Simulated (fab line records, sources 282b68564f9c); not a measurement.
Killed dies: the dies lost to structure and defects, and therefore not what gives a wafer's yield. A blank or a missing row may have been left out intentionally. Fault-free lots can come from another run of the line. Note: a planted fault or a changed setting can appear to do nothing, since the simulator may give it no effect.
Which tool is to blame?    flow rit cmos    route of 202 steps, sampled at 1 step: 6 lots, 18 wafers

== WHAT EACH GAUGE READ, for each wafer ==
RIT_GATE_THK_MEAS_09.
lot   measured     on             GATE_POLY_THK (nm)
L546  day 3 08:23  film metro-04  243.7 245.4 247.1
L549  day 3 23:52  film metro-01  246.3 244.9 247.8
L551  day 4 09:03  film metro-02  244.9 246.5 246.6
L553  day 4 20:08  film metro-01  249.8 251.5 250.5
L559  day 6 02:00  film metro-02  252.0 251.4 251.3
L563  day 6 21:57  film metro-01  250.2 249.7 250.0

== WHAT TOOL EACH LOT RAN ON (gives the tool, then ch and the chambers of the sampled wafers, and finally the start) ==
No process step before these readings appears in the record.

== THE ANSWER, worked out from the rows above alone ==
Rule: what is usual is taken from the lots themselves. The widest of any qualifying gaps counts: lots, ordered by their means at a reading, are off when they make up no more than a third of the lots, leave a main group of 4 or more, and stand apart from it by 3 or more times the standard deviation of that group's means. If all means in a main group match to the digits the tables above print for the reading, that group is not used. Also off: a lot with no number at a reading for which 4 or more lots have one. All remaining lots with rows at the step are treated as sound.
No lot is off on any of the readings shown, so nothing can be concluded from this.

== WHAT THE SIMULATOR HAD PUT IN ==
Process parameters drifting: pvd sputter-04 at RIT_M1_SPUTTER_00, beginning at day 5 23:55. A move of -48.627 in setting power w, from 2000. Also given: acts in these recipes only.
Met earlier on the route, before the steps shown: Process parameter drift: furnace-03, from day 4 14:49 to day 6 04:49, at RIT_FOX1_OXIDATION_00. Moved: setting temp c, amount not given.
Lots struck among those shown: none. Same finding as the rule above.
